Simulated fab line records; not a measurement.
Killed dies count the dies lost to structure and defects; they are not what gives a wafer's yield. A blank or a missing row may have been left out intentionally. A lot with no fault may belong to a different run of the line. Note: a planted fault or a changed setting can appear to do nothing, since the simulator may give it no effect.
2 desks, one fault :: flow rit cmos :: only its own numbers are on each desk; what lay behind them is given at the end

## THE TOOL OWNER'S DESK: lpcvd-01
The tool's own readings at RIT_ACTIVE_CVD_03 (deposits Si3N4 from SiH2Cl2/NH3, target thk 150 nm, time 1500 s): means of the sampled wafers that have a number, for each lot that ran on this tool. If a lot's mean is further than 4 standard deviations from the usual mean, the lot is out of limits and carries the mark OUT (the distance appears in the brackets).
Columns: A = pressure mtorr at RIT_ACTIVE_CVD_03, usual 300.0 mTorr; B = spike tc centre C at RIT_ACTIVE_CVD_03, usual 812.4 C; C = spike tc load C at RIT_ACTIVE_CVD_03, usual 833.8 C; D = spike tc source C at RIT_ACTIVE_CVD_03, usual 833 C
lot: L913
first seen here: day 1 12:07
A: 299.7
B: 812.4
C: 831.0
D: 829

lot: L915
first seen here: day 2 00:32
A: 300.3
B: 812.2
C: 835.5
D: 838

lot: L916
first seen here: day 2 03:07
A: 299.9
B: 811.9
C: 835.9
D: 837

lot: L918
first seen here: day 2 14:31
A: 300.2
B: 824.7 (+9.4) OUT
C: 844.0 (+4.4) OUT
D: 841

lot: L919
first seen here: day 2 18:07
A: 300.5
B: 824.6 (+9.4) OUT
C: 847.7 (+6.1) OUT
D: 850 (+4.9) OUT

lot: L920
first seen here: day 2 23:53
A: 299.8
B: 825.1 (+9.8) OUT
C: 843.0
D: 841

lot: L931
first seen here: day 5 06:24
A: 300.0
B: 813.2
C: 831.1
D: 829

lot: L932
first seen here: day 5 11:20
A: 299.1
B: 812.2
C: 832.4
D: 828

lot: L933
first seen here: day 5 16:15
A: 300.0
B: 812.0
C: 836.2
D: 838

lot: L935
first seen here: day 6 02:07
A: 299.6
B: 812.8
C: 835.4
D: 836
This desk finds L918, L919, L920 out of limits, L918 being first, at day 2 14:31 (spike tc centre C at RIT_ACTIVE_CVD_03). L913, L915, L916, L931, L932, L933, L935: within limits.

## THE METROLOGY DESK
Lot by lot, what the gauges showed, no matter which tool ran the lot: averages of those sampled wafers that carry a number. If a lot's mean is further than 4 standard deviations from the usual mean, the lot is out of limits and carries the mark OUT (the distance appears in the brackets).
Columns: A = ACTIVE_NITRIDE_THK at RIT_ACTIVE_THK_MEAS_04, usual 149.7 nm; B = NWELL_TW at RIT_NWELL_TW_MEAS_10, usual 2163
lot: L913
first seen here: day 1 13:32
A: 148.3
B: 2164

lot: L914
first seen here: day 1 18:46
A: 149.6
B: 2178

lot: L915
first seen here: day 2 01:57
A: 149.4
B: 2171

lot: L916
first seen here: day 2 05:15
A: 149.9
B: 2172

lot: L918
first seen here: day 2 15:56
A: 184.5 (+23) OUT
B: 2167

lot: L919
first seen here: day 2 19:33
A: 182.3 (+22) OUT
B: 2173

lot: L920
first seen here: day 3 01:19
A: 183.8 (+23) OUT
B: 2169

lot: L926
first seen here: day 4 06:45
A: 148.2
B: 2121

lot: L928
first seen here: day 4 16:59
A: 150.3
B: 2136

lot: L931
first seen here: day 5 07:49
A: 147.3
B: 2177

lot: L932
first seen here: day 5 12:46
A: 151.4
B: 2168

lot: L933
first seen here: day 5 17:40
A: 151.3
B: 2162

lot: L934
first seen here: day 5 22:32
A: 148.2
B: 2170

lot: L935
first seen here: day 6 03:32
A: 153.7
B: 2180

lot: L936
first seen here: day 6 09:22
A: 147.8
B: 2166
This desk's finding: out of limits on L918, L919, L920; first on L918, day 2 15:56 (ACTIVE_NITRIDE_THK at RIT_ACTIVE_THK_MEAS_04). L913, L914, L915, L916, L926, L928, L931, L932, L933, L934, L935, L936: within limits.

## BROUGHT TOGETHER
At day 2 14:31, on L918, L919, L920, the tool owner's desk was in a position to raise an alarm.
L918, L919, L920 would have let the metrology desk raise an alarm at day 2 15:56.
RIT_ACTIVE_CVD_03 was run on lpcvd-01 by each of the lots named.

## WHAT THE SIMULATOR HAD PUT IN
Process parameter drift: lpcvd-01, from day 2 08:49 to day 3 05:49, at RIT_ACTIVE_CVD_03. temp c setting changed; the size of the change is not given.
Lots struck among those shown: L918, L919, L920.
Hours from the fault's start to each desk's first reading out of limits: the tool owner's desk, 6; the metrology desk, 7.
